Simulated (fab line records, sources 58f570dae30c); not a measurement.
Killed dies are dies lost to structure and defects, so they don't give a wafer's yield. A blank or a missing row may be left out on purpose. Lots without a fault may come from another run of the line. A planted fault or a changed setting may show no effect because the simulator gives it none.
fab line records | flow berkeley_cmos170
record lots=5 wafers=15 last_day=11
route steps=331 shown PLDD@208 NLDD@209 SILICIDE@210 CONTACT@216 M1@238
lots that met no fault: from a run of the same line without faults
start_h: hours from the record's first day to the start of the lot's first wafer shown | wait_h: hours since the lot's step before | " the same as in the row above | L1.1+2: a row that stands for several wafers | - no value, or no start given | * or withheld: withheld | < > ~ a bound
route shown NAME@n: a module of which the file shows steps, and the number in the route of the first | usual: mean/standard deviation of fault-free wafers | same: alike in all rows | chamber/n: place in a boat | sites: the reading at each site | _std_site: their standard deviation | _edge_site: outer sites' mean less inner sites' | radius_mm: how far each site lies from the wafer's centre | mask NAME#n: copy n | behind: the tool/chamber that last shaped the wafer | hold: why the lot was held/for how many hours/how that ended | device: the transistor (n, p or np) that didn't switch | end of line: the same wafers' tests at the end of the route | a step without rows: its recipe alone | killed: dies lost to structure and defects at the first sort, not the wafer's yield | map: a wafer's dies, x killed, . not, _ none there
set.NAME: the setting as run; set.NAME@STEP: as run at that earlier step | model.NAME: the simulator's own value behind a step, which no gauge read
lots at some steps of the route; a table a step, a row a wafer
services: from which hour (start_h, from the record's first day; less than 0 if before it) a tool's chamber was out of use, for how many hours, and why
## steps
# step UCB170_SDANNEAL_RS_MEAS_04
# recipe thk_meas_gauge=four-point-probe
# usual PLDD_RS=1031.0/2.5
# columns lot.wafer tool chamber start_h wait_h PLDD_RS[ohm/sq]
L076.2 film_metro-04 - 151.55 0.1 1034.3
L076.4 " - " " 1033.2
L076.6 " - " " 1034.9
L085.3 film_metro-04 - 181.81 0.1 1030.6
L085.4 " - " " 1031.4
L085.6 " - " " 1029.5
L087.2 film_metro-03 - 197.38 0.1 1035.9
L087.4 " - " " 1032.8
L087.5 " - " " 1035.6
L093.1 film_metro-02 - 227.22 0.1 1033.8
L093.2 " - " " 1030.3
L093.5 " - " " 1030.9
L095.2 film_metro-03 - 234.39 0.1 1034.8
L095.3 " - " " 1031.0
L095.4 " - " " 1032.6
# step UCB170_SDANNEAL_RS_MEAS_05
# recipe thk_meas_gauge=four-point-probe
# usual NLDD_RS=615.8/1.5
# columns lot.wafer tool chamber start_h wait_h NLDD_RS[ohm/sq]
L076.2 film_metro-04 - 151.67 0.1 615.7
L076.4 " - " " 615.5
L076.6 " - " " 615.0
L085.3 film_metro-04 - 181.93 0.1 612.1
L085.4 " - " " 613.2
L085.6 " - " " 613.0
L087.2 film_metro-03 - 197.50 0.1 615.1
L087.4 " - " " 617.0
L087.5 " - " " 616.1
L093.1 film_metro-02 - 227.34 0.1 614.6
L093.2 " - " " 615.9
L093.5 " - " " 617.2
L095.2 film_metro-03 - 234.51 0.1 617.5
L095.3 " - " " 618.5
L095.4 " - " " 619.7
# step UCB170_SILICIDE_PRE_CLEAN_00
# recipe gas=Ar preclean_etch_time_s=60
# columns lot.wafer tool chamber start_h wait_h
L076.2+4+6 pvd_sputter-02 - 151.77 0.1
L085.3+4+6 pvd_sputter-04 - 182.01 0.1
L087.2+4+5 pvd_sputter-01 - 197.60 0.1
L093.1+2+5 pvd_sputter-04 - 227.46 0.1
L095.2+3+4 pvd_sputter-01 - 234.61 0.1
# step UCB170_SILICIDE_SPUTTER_01
# recipe material=Ti target_thk_nm=30 time_s=25 power_w=1500 chamber_pressure_pa=0.5
# usual throttle_valve_pct=29.7/0.93
# columns lot.wafer tool chamber start_h wait_h throttle_valve_pct
L076.2 pvd_sputter-02 - 151.83 0.0 30.0
L076.4 " - " " 30.0
L076.6 " - " " 29.3
L085.3 pvd_sputter-04 - 182.08 0.0 29.6
L085.4 " - " " 29.1
L085.6 " - " " 29.2
L087.2 pvd_sputter-01 - 197.66 0.0 28.3
L087.4 " - " " 28.9
L087.5 " - " " 28.4
L093.1 pvd_sputter-04 - 227.52 0.0 29.2
L093.2 " - " " 31.6
L093.5 " - " " 29.5
L095.2 pvd_sputter-01 - 234.68 0.0 31.3
L095.3 " - " " 28.9
L095.4 " - " " 28.3
# step UCB170_SILICIDE_RS_MEAS_02
# recipe thk_meas_gauge=four-point-probe reads=Ti_of_SILICIDE_SPUTTER_01
# usual SILICIDE_TI_RS=26.1/0.39
# columns lot.wafer tool chamber start_h wait_h SILICIDE_TI_RS[ohm/sq]
L076.2 film_metro-03 - 151.88 0.0 26.1
L076.4 " - " " 26.4
L076.6 " - " " 26.5
L085.3 film_metro-03 - 182.26 0.2 26.2
L085.4 " - " " 26.7
L085.6 " - " " 26.3
L087.2 film_metro-01 - 197.72 0.0 26.3
L087.4 " - " " 26.7
L087.5 " - " " 26.4
L093.1 film_metro-01 - 227.55 0.0 26.3
L093.2 " - " " 26.3
L093.5 " - " " 26.0
L095.2 film_metro-02 - 234.73 0.0 25.3
L095.3 " - " " 25.6
L095.4 " - " " 25.3
# step UCB170_SILICIDE_THK_MEAS_03
# recipe thk_meas_gauge=xrf reads=Ti_of_SILICIDE_SPUTTER_01
# usual SILICIDE_TI_THK=29.9/0.44
# columns lot.wafer tool chamber start_h wait_h SILICIDE_TI_THK[nm]
L076.2 film_metro-03 - 151.99 0.1 29.7
L076.4 " - " " 29.4
L076.6 " - " " 29.3
L085.3 film_metro-03 - 182.36 0.1 29.9
L085.4 " - " " 29.5
L085.6 " - " " 29.9
L087.2 film_metro-01 - 197.83 0.1 29.8
L087.4 " - " " 29.4
L087.5 " - " " 29.7
L093.1 film_metro-01 - 227.67 0.1 29.9
L093.2 " - " " 30.0
L093.5 " - " " 30.2
L095.2 film_metro-02 - 234.84 0.1 30.9
L095.3 " - " " 30.6
L095.4 " - " " 30.9
# step UCB170_SILICIDE_RTA_04
# recipe temp_c=650 time_s=15 ambient=N2
# usual chamber_o2_ppm=2.007/0.023 lamp_power_pct=10.6/0.97 wafer_temp_C_max=652.7/0.68
# columns lot.wafer tool chamber start_h wait_h chamber_o2_ppm lamp_power_pct wafer_temp_C_max
L076.2 rtp_anneal-02 0 152.06 0.1 2.037 9.7 653.2
L076.4 " 0 " " 1.982 9.7 652.1
L076.6 " 0 " " 1.999 9.7 652.4
L085.3 rtp_anneal-02 0 182.42 0.1 2.021 9.7 652.2
L085.4 " 0 " " 1.949 9.7 652.3
L085.6 " 0 " " 1.951 9.6 652.7
L087.2 rtp_anneal-02 0 197.89 0.1 2.027 9.7 652.4
L087.4 " 0 " " 2.014 9.6 652.9
L087.5 " 0 " " 2.020 9.6 652.0
L093.1 rtp_anneal-02 0 227.73 0.1 1.998 9.7 653.5
L093.2 " 0 " " 1.949 9.7 651.7
L093.5 " 0 " " 1.996 9.7 652.1
L095.2 rtp_anneal-01 0 234.90 0.1 2.017 11.6 651.5
L095.3 " 0 " " 2.003 11.6 653.2
L095.4 " 0 " " 1.997 11.6 652.8
# step UCB170_SILICIDE_WET_ETCH_05
# recipe chemistry=SPM time_s=45 temp_c=120 target=Ti
# columns lot.wafer tool chamber start_h wait_h
L076.2+4+6 wet_bench-03 3 152.12 0.1
L085.3+4+6 wet_bench-03 0 182.56 0.1
L087.2+4+5 wet_bench-03 2 197.95 0.1
L093.1+2+5 wet_bench-04 3 227.81 0.1
L095.2+3+4 wet_bench-03 3 234.96 0.1
# step UCB170_CONTACT_CLEAN_00
# recipe chemistry=SPM temp_c=120 time_s=600
# columns lot.wafer tool chamber start_h wait_h
L076.2+4+6 wet_bench-03 0 152.31 0.2
L085.3+4+6 wet_bench-03 2 182.58 0.0
L087.2+4+5 wet_bench-03 1 198.16 0.2
L093.1+2+5 wet_bench-04 1 227.83 0.0
L095.2+3+4 wet_bench-03 0 234.99 0.0
# step UCB170_CONTACT_CVD_01
# recipe material=PSG target_thk_nm=700 temp_c=450 precursor=SiH4/O2/PH3 time_s=2820 pressure_mtorr=300 sih4_flow_sccm=60 o2_flow_sccm=90 ph3_flow_sccm=25
# usual sih4_flow_sccm=59.98/0.17 spike_tc_source_C=467.8/2.8
# columns lot.wafer tool chamber start_h wait_h sih4_flow_sccm spike_tc_source_C
L076.2 lpcvd-02 0 153.18 0.7 59.95 469.4
L076.4 " 0 " " 60.02 468.7
L076.6 " 0 " " 59.68 470.8
L085.3 lpcvd-02 1 183.47 0.7 59.78 470.3
L085.4 " 1 " " 59.93 469.1
L085.6 " 1 " " 59.76 469.2
L087.2 lpcvd-02 1 198.35 0.0 60.13 467.5
L087.4 " 1 " " 60.05 469.1
L087.5 " 1 " " 60.01 469.3
L093.1 lpcvd-02 0 228.02 0.0 60.33 470.8
L093.2 " 0 " " 60.34 471.1
L093.5 " 0 " " 60.18 472.5
L095.2 lpcvd-02 1 236.53 1.3 59.80 471.7
L095.3 " 1 " " 60.13 471.4
L095.4 " 1 " " 60.06 469.5
# step UCB170_CONTACT_THK_MEAS_02
# recipe reads=PSG_of_CONTACT_CVD_01
# usual CONTACT_PSG_THK=697/7.9
# columns lot.wafer tool chamber start_h wait_h CONTACT_PSG_THK[nm]
L076.2 film_metro-01 - 154.99 0.0 684
L076.4 " - " " 691
L076.6 " - " " 682
L085.3 film_metro-01 - 185.28 0.0 689
L085.4 " - " " 694
L085.6 " - " " 695
L087.2 film_metro-02 - 200.15 0.0 685
L087.4 " - " " 691
L087.5 " - " " 687
L093.1 film_metro-01 - 229.81 0.0 674
L093.2 " - " " 677
L093.5 " - " " 681
L095.2 film_metro-01 - 238.32 0.0 691
L095.3 " - " " 695
L095.4 " - " " 695
# step UCB170_CONTACT_HMDS_03
# recipe prime_time_s=60 prime_temp_c=100
# usual prime_temp_c=99.97/0.13
# columns lot.wafer tool chamber start_h wait_h prime_temp_c
L076.2 litho_track-02 0 155.14 0.1 99.99
L076.4 " 0 " " 99.97
L076.6 " 0 " " 100.01
L085.3 litho_track-02 0 185.37 0.1 99.95
L085.4 " 0 " " 99.90
L085.6 " 0 " " 99.78
L087.2 litho_track-04 0 200.22 0.1 100.05
L087.4 " 0 " " 100.03
L087.5 " 0 " " 100.05
L093.1 litho_track-01 0 229.87 0.1 99.90
L093.2 " 0 " " 100.06
L093.5 " 0 " " 99.94
L095.2 litho_track-01 0 238.75 0.4 99.98
L095.3 " 0 " " 99.71
L095.4 " 0 " " 99.82
# step UCB170_CONTACT_COAT_04
# recipe resist=KrF spin_rpm=1500 resist_thk_nm=900
# columns lot.wafer tool chamber start_h wait_h
L076.2+4+6 litho_track-02 0 155.29 0.1
L085.3+4+6 litho_track-02 0 185.52 0.1
L087.2+4+5 litho_track-04 0 200.37 0.1
L093.1+2+5 litho_track-01 0 230.02 0.1
L095.2+3+4 litho_track-01 0 238.90 0.1
# step UCB170_CONTACT_SOFTBAKE_05
# recipe resist=KrF temp_c=130 time_s=60
# columns lot.wafer tool chamber start_h wait_h
L076.2+4+6 litho_track-02 0 155.44 0.1
L085.3+4+6 litho_track-02 0 185.67 0.1
L087.2+4+5 litho_track-04 0 200.52 0.1
L093.1+2+5 litho_track-01 0 230.17 0.1
L095.2+3+4 litho_track-01 0 239.05 0.1
# step UCB170_CONTACT_STRIP_06
# recipe chemistry=O2 power_w=400 pressure_mtorr=3500 platen_temp_c=withheld o2_flow_sccm=400 overash_fraction=0.5
# usual drypump_motor_current_A=5.7/0.56 oes_product_au=0.734/0.0043 strip_time_to_endpoint_s=21.99/0.067
# columns lot.wafer tool chamber start_h wait_h drypump_motor_current_A oes_product_au rf_hours_counter_h strip_time_to_endpoint_s
L076.2 plasma_asher-03 0 155.56 0.1 5.1 0.732 45 21.93
L076.4 " 1 " " 6.7 0.739 - 21.92
L076.6 " 1 " " 6.7 0.727 - 21.94
L085.3 plasma_asher-01 1 185.80 0.1 5.2 0.735 - 21.91
L085.4 " 0 " " 5.5 0.742 - 21.86
L085.6 " 0 " " 5.5 0.733 - 21.89
L087.2 plasma_asher-03 1 200.65 0.1 6.7 0.725 50 22.01
L087.4 " 1 " " 6.7 0.737 - 22.08
L087.5 " 0 " " 5.1 0.735 - 22.05
L093.1 plasma_asher-03 0 230.32 0.1 5.1 0.734 53 21.98
L093.2 " 1 " " 6.7 0.732 53 22.02
L093.5 " 1 " " 6.7 0.733 - 21.97
L095.2 plasma_asher-02 0 239.18 0.1 6.0 0.737 44 22.01
L095.3 " 1 " " 5.6 0.737 - 22.02
L095.4 " 0 " " 6.0 0.731 - 21.99
# step UCB170_CONTACT_CLEAN_07
# recipe chemistry=SPM temp_c=120 time_s=600
# columns lot.wafer tool chamber start_h wait_h
L076.2+4+6 wet_bench-04 0 155.75 0.2
L085.3+4+6 wet_bench-04 0 185.87 0.0
L087.2+4+5 wet_bench-03 3 200.75 0.1
L093.1+2+5 wet_bench-03 2 230.46 0.1
L095.2+3+4 wet_bench-03 3 239.28 0.1
# step UCB170_CONTACT_RTA_08
# recipe temp_c=900 time_s=10 ambient=N2
# usual chamber_o2_ppm=2.003/0.022 lamp_power_pct=24.8/2.3 wafer_temp_C_max=903.8/0.78
# columns lot.wafer tool chamber start_h wait_h chamber_o2_ppm lamp_power_pct wafer_temp_C_max
L076.2 rtp_anneal-01 0 155.94 0.0 1.972 27.0 904.5
L076.4 " 0 " " 1.989 27.0 905.8
L076.6 " 0 " " 2.008 27.1 905.4
L085.3 rtp_anneal-01 0 186.07 0.0 1.992 27.0 904.7
L085.4 " 0 " " 1.999 27.1 905.0
L085.6 " 0 " " 2.042 27.0 904.2
L087.2 rtp_anneal-02 0 200.95 0.0 2.019 22.5 902.5
L087.4 " 0 " " 1.968 22.6 904.0
L087.5 " 0 " " 2.016 22.5 904.0
L093.1 rtp_anneal-01 0 230.63 0.0 1.972 27.0 902.9
L093.2 " 0 " " 1.997 27.1 903.2
L093.5 " 0 " " 2.004 27.1 903.5
L095.2 rtp_anneal-02 0 239.48 0.0 2.019 22.5 904.0
L095.3 " 0 " " 1.993 22.5 904.9
L095.4 " 0 " " 1.998 22.6 903.5
# step UCB170_CONTACT_COAT_09
# recipe resist=BARC temp_c=withheld time_s=withheld spin_rpm=3000 resist_thk_nm=withheld
# columns lot.wafer tool chamber start_h wait_h
L076.2+4+6 litho_track-04 0 156.02 0.1
L085.3+4+6 litho_track-04 0 186.30 0.2
L087.2+4+5 litho_track-04 0 201.03 0.1
L093.1+2+5 litho_track-02 0 230.70 0.1
L095.2+3+4 litho_track-01 0 239.56 0.1
# step UCB170_CONTACT_COAT_10
# recipe resist=KrF spin_rpm=1500 resist_thk_nm=900
# columns lot.wafer tool chamber start_h wait_h
L076.2+4+6 litho_track-04 0 - -
L085.3+4+6 litho_track-04 0 - -
L087.2+4+5 litho_track-04 0 - -
L093.1+2+5 litho_track-02 0 - -
L095.2+3+4 litho_track-01 0 - -
# step UCB170_CONTACT_SOFTBAKE_11
# recipe resist=KrF temp_c=130 time_s=60
# columns lot.wafer tool chamber start_h wait_h
L076.2+4+6 litho_track-04 0 - -
L085.3+4+6 litho_track-04 0 - -
L087.2+4+5 litho_track-04 0 - -
L093.1+2+5 litho_track-02 0 - -
L095.2+3+4 litho_track-01 0 - -
# step UCB170_CONTACT_EXPOSE_12
# recipe mask_id=CONT target_cd_nm=700 na=0.5 sigma_outer=0.6 source_shape=conventional dose_mj=35
# usual reticle_temp_C=22.99/0.11
# columns lot.wafer tool chamber start_h wait_h mask reticle_temp_C
L076.2 krf_scanner-02 0 156.66 - CONT#0 23.13
L076.4 " 0 " " CONT#0 23.01
L076.6 " 0 " " CONT#0 22.97
L085.3 krf_scanner-01 0 187.04 - CONT#0 22.77
L085.4 " 0 " " CONT#0 22.92
L085.6 " 0 " " CONT#0 22.94
L087.2 krf_scanner-02 0 201.60 - CONT#0 23.07
L087.4 " 0 " " CONT#0 23.13
L087.5 " 0 " " CONT#0 23.07
L093.1 krf_scanner-01 0 231.27 - CONT#0 23.12
L093.2 " 0 " " CONT#0 23.23
L093.5 " 0 " " CONT#0 23.25
L095.2 krf_scanner-02 0 240.20 - CONT#0 22.72
L095.3 " 0 " " CONT#0 22.61
L095.4 " 0 " " CONT#0 22.86
# step UCB170_CONTACT_PEB_13
# recipe peb_temp_c=130 peb_time_s=withheld resist=KrF
# columns lot.wafer tool chamber start_h wait_h
L076.2+4+6 litho_track-01 0 156.81 0.1
L085.3+4+6 litho_track-04 0 187.17 0.1
L087.2+4+5 litho_track-04 0 201.93 0.3
L093.1+2+5 litho_track-01 0 231.55 0.3
L095.2+3+4 litho_track-01 0 240.32 0.1
# step UCB170_CONTACT_DEVELOP_14
# recipe developer=TMAH develop_time_s=45 resist=KrF dev_temp_c=21
# same develop_time_s=45
# columns lot.wafer tool chamber start_h wait_h
L076.2+4+6 litho_track-01 0 - -
L085.3+4+6 litho_track-04 0 - -
L087.2+4+5 litho_track-04 0 - -
L093.1+2+5 litho_track-01 0 - -
L095.2+3+4 litho_track-01 0 - -
# step UCB170_CONTACT_CD_MEAS_15
# recipe target_cd_nm=700
# usual cd_nm=699.9/1.3
# columns lot.wafer tool chamber start_h wait_h cd_nm
L076.2 cd_sem-01 - 157.08 - 700.7
L076.4 " - " " 700.8
L076.6 " - " " 700.8
L085.3 cd_sem-01 - 187.43 - 698.7
L085.4 " - " " 698.8
L085.6 " - " " 698.8
L087.2 cd_sem-02 - 202.20 - 698.4
L087.4 " - " " 699.6
L087.5 " - " " 699.8
L093.1 cd_sem-02 - 231.82 - 700.7
L093.2 " - " " 701.0
L093.5 " - " " 702.1
L095.2 cd_sem-01 - 240.68 - 697.7
L095.3 " - " " 698.7
L095.4 " - " " 698.2
# step UCB170_CONTACT_OVL_MEAS_16
# usual CONTACT_OVL=2/5
# columns lot.wafer tool chamber start_h wait_h CONTACT_OVL[nm]
L076.2 overlay-02 - 157.19 0.1 -5
L076.4 " - " " -2
L076.6 " - " " -1
L085.3 overlay-01 - 187.53 0.1 6
L085.4 " - " " -3
L085.6 " - " " 6
L087.2 overlay-01 - 202.31 0.1 -4
L087.4 " - " " -9
L087.5 " - " " -6
L093.1 overlay-02 - 231.94 0.1 -4
L093.2 " - " " -1
L093.5 " - " " 0
L095.2 overlay-02 - 240.78 0.1 -5
L095.3 " - " " 2
L095.4 " - " " 0
# step UCB170_CONTACT_ETCH_17
# recipe chemistry=N2/H2 target_depth_a=withheld overetch_a=withheld target=BARC time_s=withheld source_w=500 bias_w=100 pressure_mtorr=30 n2_flow_sccm=100 h2_flow_sccm=200
# usual drypump_motor_current_A=5.9/0.46 oes_product_au=0.995/0.018 throttle_valve_pct=13.28/0.2
# columns lot.wafer tool chamber start_h wait_h drypump_motor_current_A oes_product_au throttle_valve_pct
L076.2 rie_diel-04 0 157.22 0.0 6.1 1.017 13.03
L076.4 " 1 " " 5.9 0.971 13.01
L076.6 " 0 " " 6.1 1.004 13.03
L085.3 rie_diel-01 1 187.55 0.0 5.1 0.997 13.49
L085.4 " 0 " " 6.3 0.968 13.55
L085.6 " 0 " " 6.3 0.974 13.56
L087.2 rie_diel-04 1 202.34 0.0 5.8 0.979 12.98
L087.4 " 0 " " 6.1 0.988 13.03
L087.5 " 2 " " 5.2 1.006 13.31
L093.1 rie_diel-03 2 231.98 0.0 5.4 0.971 13.63
L093.2 " 3 " " 5.9 1.012 13.16
L093.5 " 1 " " 5.6 0.997 13.15
L095.2 rie_diel-03 0 240.81 0.0 6.4 0.996 13.22
L095.3 " 2 " " 5.4 0.969 13.64
L095.4 " 1 " " 5.5 0.994 13.14
# step UCB170_CONTACT_ETCH_18
# recipe chemistry=CHF3/CF4/Ar target=PSG stop_on=TiSi2 CHF3_flow_sccm=45 cf4_flow_sccm=15 Ar_flow_sccm=150 pressure_mtorr=200 rf_w=700 target_depth_a=8400 over_etch_frac=0.2 time_s=195
# usual drypump_motor_current_A=5.9/0.46 oes_product_au=0.889/0.015 throttle_valve_pct=6.90/0.14
# columns lot.wafer tool chamber start_h wait_h drypump_motor_current_A oes_product_au rf_hours_counter_h throttle_valve_pct
L076.2 rie_diel-04 0 - - 6.0 0.874 57 6.78
L076.4 " 1 " " 5.9 0.878 60 6.75
L076.6 " 0 " " 6.1 0.873 - 6.80
L085.3 rie_diel-01 1 - - 5.1 0.885 22 6.94
L085.4 " 0 " " 6.3 0.871 87 7.09
L085.6 " 0 " " 6.3 0.870 - 7.08
L087.2 rie_diel-04 1 - - 5.9 0.875 62 6.75
L087.4 " 0 " " 6.1 0.889 60 6.76
L087.5 " 2 " " 5.1 0.895 - 6.83
L093.1 rie_diel-03 2 - - 5.4 0.858 63 7.23
L093.2 " 3 " " 5.9 0.881 4 6.83
L093.5 " 1 " " 5.5 0.875 - 6.76
L095.2 rie_diel-03 0 - - 6.4 0.890 120 6.89
L095.3 " 2 " " 5.4 0.875 63 7.22
L095.4 " 1 " " 5.5 0.883 118 6.76
# step UCB170_CONTACT_STRIP_19
# recipe chemistry=O2 power_w=400 pressure_mtorr=3500 platen_temp_c=withheld o2_flow_sccm=400 overash_fraction=0.5
# usual drypump_motor_current_A=5.8/0.55 oes_product_au=0.725/0.0045
# columns lot.wafer tool chamber start_h wait_h drypump_motor_current_A oes_product_au rf_hours_counter_h
L076.2 plasma_asher-02 1 157.38 - 5.6 0.726 36
L076.4 " 1 " " 5.6 0.720 -
L076.6 " 1 " " 5.6 0.719 -
L085.3 plasma_asher-02 1 187.75 - 5.5 0.719 -
L085.4 " 0 " " 6.0 0.718 -
L085.6 " 1 " " 5.5 0.725 -
L087.2 plasma_asher-03 0 202.50 - 5.2 0.728 50
L087.4 " 1 " " 6.7 0.728 -
L087.5 " 1 " " 6.7 0.725 -
L093.1 plasma_asher-02 0 232.15 - 6.0 0.733 43
L093.2 " 1 " " 5.6 0.733 43
L093.5 " 0 " " 6.0 0.727 -
L095.2 plasma_asher-03 1 240.98 - 6.7 0.729 54
L095.3 " 1 " " 6.7 0.724 -
L095.4 " 0 " " 5.1 0.726 -
# step UCB170_CONTACT_CD_MEAS_90
# recipe target_cd_nm=700
# usual cd_nm=699.9/1.6
# columns lot.wafer tool chamber start_h wait_h cd_nm
L076.2 cd_sem-01 - 157.50 0.1 701.7
L076.4 " - " " 701.1
L076.6 " - " " 701.6
L085.3 cd_sem-01 - 187.86 0.1 697.1
L085.4 " - " " 698.4
L085.6 " - " " 697.7
L087.2 cd_sem-02 - 202.62 0.1 698.4
L087.4 " - " " 700.5
L087.5 " - " " 699.9
L093.1 cd_sem-01 - 232.30 0.1 701.3
L093.2 " - " " 702.3
L093.5 " - " " 703.2
L095.2 cd_sem-01 - 241.11 0.1 697.3
L095.3 " - " " 698.2
L095.4 " - " " 698.8
# step UCB170_CONTACT_CLEAN_20
# recipe chemistry=SPM temp_c=120 time_s=600
# columns lot.wafer tool chamber start_h wait_h
L076.2+4+6 wet_bench-03 3 157.60 0.1
L085.3+4+6 wet_bench-03 3 187.94 0.1
L087.2+4+5 wet_bench-03 1 202.72 0.1
L093.1+2+5 wet_bench-01 0 232.42 0.1
L095.2+3+4 wet_bench-03 0 241.21 0.1
# step UCB170_M1_SPUTTER_00
# recipe material=Al target_thk_nm=600 time_s=80 power_w=6000 chamber_pressure_pa=0.5
# usual throttle_valve_pct=29.6/1.1
# columns lot.wafer tool chamber start_h wait_h throttle_valve_pct
L076.2 pvd_sputter-01 - 157.78 0.0 29.0
L076.4 " - " " 31.4
L076.6 " - " " 31.1
L085.3 pvd_sputter-04 - 188.11 0.0 29.9
L085.4 " - " " 31.4
L085.6 " - " " 31.5
L087.2 pvd_sputter-01 - 202.91 0.0 31.2
L087.4 " - " " 28.8
L087.5 " - " " 31.4
L093.1 pvd_sputter-01 - 232.60 0.0 28.5
L093.2 " - " " 28.8
L093.5 " - " " 28.5
L095.2 pvd_sputter-01 - 241.40 0.0 31.4
L095.3 " - " " 28.4
L095.4 " - " " 28.9
# step UCB170_M1_RS_MEAS_01
# recipe thk_meas_gauge=four-point-probe reads=Al_of_M1_SPUTTER_00
# usual M1_AL_RS=0.0485/0.00055
# columns lot.wafer tool chamber start_h wait_h M1_AL_RS[ohm/sq]
L076.2 film_metro-02 - 157.86 0.1 0.0493
L076.4 " - " " 0.0488
L076.6 " - " " 0.0487
L085.3 film_metro-03 - 188.21 0.1 0.0485
L085.4 " - " " 0.0477
L085.6 " - " " 0.0476
L087.2 film_metro-04 - 203.00 0.1 0.0481
L087.4 " - " " 0.0479
L087.5 " - " " 0.0476
L093.1 film_metro-03 - 232.66 0.0 0.0480
L093.2 " - " " 0.0496
L093.5 " - " " 0.0480
L095.2 film_metro-04 - 241.48 0.1 0.0487
L095.3 " - " " 0.0479
L095.4 " - " " 0.0492
# step UCB170_M1_THK_MEAS_02
# recipe thk_meas_gauge=xrf reads=Al_of_M1_SPUTTER_00
# usual M1_AL_THK=592/7.4
# columns lot.wafer tool chamber start_h wait_h M1_AL_THK[nm]
L076.2 film_metro-02 - 157.97 0.1 582
L076.4 " - " " 587
L076.6 " - " " 584
L085.3 film_metro-03 - 188.31 0.1 593
L085.4 " - " " 600
L085.6 " - " " 603
L087.2 film_metro-04 - 203.11 0.1 601
L087.4 " - " " 599
L087.5 " - " " 606
L093.1 film_metro-03 - 232.78 0.1 595
L093.2 " - " " 576
L093.5 " - " " 593
L095.2 film_metro-04 - 241.59 0.1 594
L095.3 " - " " 601
L095.4 " - " " 583
# step UCB170_M1_COAT_03
# recipe resist=BARC temp_c=withheld time_s=withheld spin_rpm=3000 resist_thk_nm=withheld
# columns lot.wafer tool chamber start_h wait_h
L076.2+4+6 litho_track-02 0 158.05 0.1
L085.3+4+6 litho_track-04 0 188.40 0.1
L087.2+4+5 litho_track-03 0 203.18 0.1
L093.1+2+5 litho_track-03 0 232.84 0.1
L095.2+3+4 litho_track-04 0 241.67 0.1
# step UCB170_M1_COAT_04
# recipe resist=KrF spin_rpm=1500 resist_thk_nm=900
# columns lot.wafer tool chamber start_h wait_h
L076.2+4+6 litho_track-02 0 - -
L085.3+4+6 litho_track-04 0 - -
L087.2+4+5 litho_track-03 0 - -
L093.1+2+5 litho_track-03 0 - -
L095.2+3+4 litho_track-04 0 - -
# step UCB170_M1_SOFTBAKE_05
# recipe resist=KrF temp_c=130 time_s=60
# columns lot.wafer tool chamber start_h wait_h
L076.2+4+6 litho_track-02 0 - -
L085.3+4+6 litho_track-04 0 - -
L087.2+4+5 litho_track-03 0 - -
L093.1+2+5 litho_track-03 0 - -
L095.2+3+4 litho_track-04 0 - -
# step UCB170_M1_EXPOSE_06
# recipe mask_id=METAL1 target_cd_nm=700 na=0.5 sigma_outer=0.6 source_shape=conventional dose_mj=21
# usual reticle_temp_C=22.99/0.099
# columns lot.wafer tool chamber start_h wait_h mask reticle_temp_C
L076.2 krf_scanner-01 0 158.61 - METAL1#0 23.24
L076.4 " 0 " " METAL1#0 23.05
L076.6 " 0 " " METAL1#0 23.05
L085.3 krf_scanner-02 0 188.97 - METAL1#0 23.05
L085.4 " 0 " " METAL1#0 23.01
L085.6 " 0 " " METAL1#0 23.15
L087.2 krf_scanner-02 0 203.75 - METAL1#0 23.11
L087.4 " 0 " " METAL1#0 23.09
L087.5 " 0 " " METAL1#0 22.97
L093.1 krf_scanner-01 0 233.29 - METAL1#0 23.05
L093.2 " 0 " " METAL1#0 23.00
L093.5 " 0 " " METAL1#0 23.09
L095.2 krf_scanner-02 0 242.11 - METAL1#0 22.86
L095.3 " 0 " " METAL1#0 22.92
L095.4 " 0 " " METAL1#0 22.94
# step UCB170_M1_PEB_07
# recipe peb_temp_c=130 peb_time_s=withheld resist=KrF
# columns lot.wafer tool chamber start_h wait_h
L076.2+4+6 litho_track-02 0 158.74 0.1
L085.3+4+6 litho_track-02 0 189.13 0.1
L087.2+4+5 litho_track-04 0 203.87 0.1
L093.1+2+5 litho_track-04 0 233.40 0.1
L095.2+3+4 litho_track-03 0 242.23 0.1
# step UCB170_M1_DEVELOP_08
# recipe developer=TMAH develop_time_s=45 resist=KrF dev_temp_c=21
# same develop_time_s=45
# columns lot.wafer tool chamber start_h wait_h
L076.2+4+6 litho_track-02 0 - -
L085.3+4+6 litho_track-02 0 - -
L087.2+4+5 litho_track-04 0 - -
L093.1+2+5 litho_track-04 0 - -
L095.2+3+4 litho_track-03 0 - -
# step UCB170_M1_CD_MEAS_09
# recipe target_cd_nm=700
# usual cd_nm=699.9/1.4
# columns lot.wafer tool chamber start_h wait_h cd_nm
L076.2 cd_sem-01 - 159.01 - 700.2
L076.4 " - " " 701.8
L076.6 " - " " 700.2
L085.3 cd_sem-01 - 189.40 - 698.7
L085.4 " - " " 699.8
L085.6 " - " " 700.3
L087.2 cd_sem-02 - 204.14 - 700.7
L087.4 " - " " 700.8
L087.5 " - " " 701.9
L093.1 cd_sem-02 - 233.68 - 701.3
L093.2 " - " " 699.2
L093.5 " - " " 700.4
L095.2 cd_sem-01 - 242.50 - 700.8
L095.3 " - " " 700.6
L095.4 " - " " 700.4
# step UCB170_M1_OVL_MEAS_10
# usual M1_OVL=1/5.7
# columns lot.wafer tool chamber start_h wait_h M1_OVL[nm]
L076.2 overlay-01 - 159.11 0.1 -7
L076.4 " - " " -8
L076.6 " - " " 0
L085.3 overlay-02 - 189.49 0.1 0
L085.4 " - " " 12
L085.6 " - " " -3
L087.2 overlay-01 - 204.25 0.1 4
L087.4 " - " " 3
L087.5 " - " " -1
L093.1 overlay-01 - 233.80 0.1 0
L093.2 " - " " 1
L093.5 " - " " 7
L095.2 overlay-01 - 242.61 0.1 5
L095.3 " - " " 8
L095.4 " - " " 6
## services
# columns tool chamber start_h hours kind
plasma_asher-02 - 128.38 2.2 repair
rie_diel-03 3 129.48 - clean
rie_diel-03 3 129.48 26.2 scheduled_down
rie_diel-03 3 129.48 26.2 vent_cycle
krf_scanner-01 - 133.15 1.3 pm
plasma_asher-02 - 134.88 3.7 repair
rie_diel-03 1 154.02 4.5 repair
rie_diel-01 1 154.12 6.7 repair
rie_diel-01 - 167.49 1.5 repair
pvd_sputter-04 - 174.67 6.0 repair
wet_bench-01 - 175.85 1.9 pm
krf_scanner-01 - 177.46 3.7 repair
pvd_sputter-01 - 184.36 3.4 repair
pvd_sputter-04 - 196.77 3.2 repair
rie_diel-04 - 217.06 2.8 pm
krf_scanner-01 - 217.19 1.0 pm
lpcvd-02 - 217.72 6.0 pm
krf_scanner-02 - 221.67 1.0 pm
krf_scanner-02 - 231.37 0.8 pm
krf_scanner-01 - 233.77 0.8 pm
rie_diel-03 - 236.88 1.1 repair
## key
fault none
